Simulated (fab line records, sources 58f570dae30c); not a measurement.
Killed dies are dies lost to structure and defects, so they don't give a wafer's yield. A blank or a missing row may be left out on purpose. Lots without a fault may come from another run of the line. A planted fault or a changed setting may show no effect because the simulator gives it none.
Split-lot experiment | flow berkeley_cmos170 | 5 lots, 23 wafers read, on a route of 331 steps

THE SPLIT
At UCB170_NWELL_CVD_04 (deposits Si3N4 from SiH2Cl2/NH3, target thk 224 nm, time 3360 s), the setting time_s was moved away from the recipe's 3360 s on 15 of the 23 wafers read, by -13.8% to +15.0%. The other wafers ran this setting at the recipe's value.

FROM THE SPLIT TO THE READING: what the file shows between them, 4 steps
- UCB170_NWELL_THK_MEAS_05
- UCB170_NWELL_HMDS_06: prime time 60 s
- UCB170_NWELL_COAT_07: resist thk 900 nm
- UCB170_NWELL_DEVELOP_11: develop time 45 s

THE READING
oes_product_au, in a.u., at UCB170_NWELL_ETCH_13 (etches Si3N4 in CH3F/Ar/O2, stops on SiO2, target depth 246.4 nm, time 150.5 s). Fault-free wafers of this fab line usually give 0.948 a.u., standard deviation 0.016 a.u..

wafer  | tool, chamber at the split | time_s as run, s | against the recipe | oes_product_au, a.u. | against lot-mates on the recipe
L076.1 | -, -                       | 3863             | +15.0%             | 1.038                | no lot-mate on the recipe
L076.2 | -, -                       | 3863             | +15.0%             | 0.992                | no lot-mate on the recipe
L076.3 | -, -                       | 3863             | +15.0%             | 1.006                | no lot-mate on the recipe
L076.4 | -, -                       | 3863             | +15.0%             | 0.992                | no lot-mate on the recipe
L076.5 | -, -                       | 3863             | +15.0%             | 1.041                | no lot-mate on the recipe
L077.2 | -, -                       | 3360             | recipe             | 0.948                | -
L077.3 | -, -                       | 3360             | recipe             | 0.940                | -
L077.4 | -, -                       | 3360             | recipe             | 0.961                | -
L077.5 | -, -                       | 3360             | recipe             | 0.962                | -
L077.6 | -, -                       | 3360             | recipe             | 0.947                | -
L078.2 | -, -                       | 3118             | -7.2%              | 0.930                | no lot-mate on the recipe
L078.3 | -, -                       | 3118             | -7.2%              | 0.920                | no lot-mate on the recipe
L078.4 | -, -                       | 3118             | -7.2%              | 0.925                | no lot-mate on the recipe
L078.5 | -, -                       | 3118             | -7.2%              | 0.915                | no lot-mate on the recipe
L078.6 | -, -                       | 3118             | -7.2%              | 0.922                | no lot-mate on the recipe
L080.1 | -, -                       | 2895             | -13.8%             | 0.867                | no lot-mate on the recipe
L080.2 | -, -                       | 2895             | -13.8%             | 0.862                | no lot-mate on the recipe
L080.3 | -, -                       | 2895             | -13.8%             | 0.877                | no lot-mate on the recipe
L080.4 | -, -                       | 2895             | -13.8%             | 0.863                | no lot-mate on the recipe
L080.6 | -, -                       | 2895             | -13.8%             | 0.869                | no lot-mate on the recipe
L081.2 | lpcvd-02, 1                | 3360             | recipe             | 0.931                | -
L081.3 | lpcvd-02, 1                | 3360             | recipe             | 0.940                | -
L081.6 | lpcvd-02, 1                | 3360             | recipe             | 0.944                | -

THE FIT
A straight line over all 23 wafers: oes_product_au changes by +0.00484 a.u. for each +1% of time_s; r = +0.96; the points scatter about the line by 0.015 a.u..
Too few moved wafers have a lot-mate on the recipe to fit a line with each lot's own level taken away.

THE WHOLE CHAIN: every reading that the file lists as answering this split, in the file's order
step                     | what it does                                                                   | reading                                                                       | change (the file's fit)                   | r (the file's)
UCB170_NWELL_CVD_04      | deposits Si3N4 from SiH2Cl2/NH3, target thk 224 nm, time 3360 s                | Si3N4_of_NWELL_CVD_04.thk_nm (the simulator's own value, which no gauge read) | +2.28 nm for each +1% of the setting      | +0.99
UCB170_NWELL_THK_MEAS_05 |                                                                                | NWELL_NITRIDE_THK                                                             | +2.28 for each +1% of the setting         | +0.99
UCB170_NWELL_ETCH_13     | etches Si3N4 in CH3F/Ar/O2, stops on SiO2, target depth 246.4 nm, time 150.5 s | oes_product_au                                                                | +0.00484 a.u. for each +1% of the setting | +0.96
UCB170_NWELL_ETCH_13     | etches Si3N4 in CH3F/Ar/O2, stops on SiO2, target depth 246.4 nm, time 150.5 s | etch.depth_nm (the simulator's own value, which no gauge read)                | +1.69 nm for each +1% of the setting      | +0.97

THE FILE'S OWN FIT
oes_product_au changes by +0.00484 a.u. for each +1% of time_s, r = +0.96.
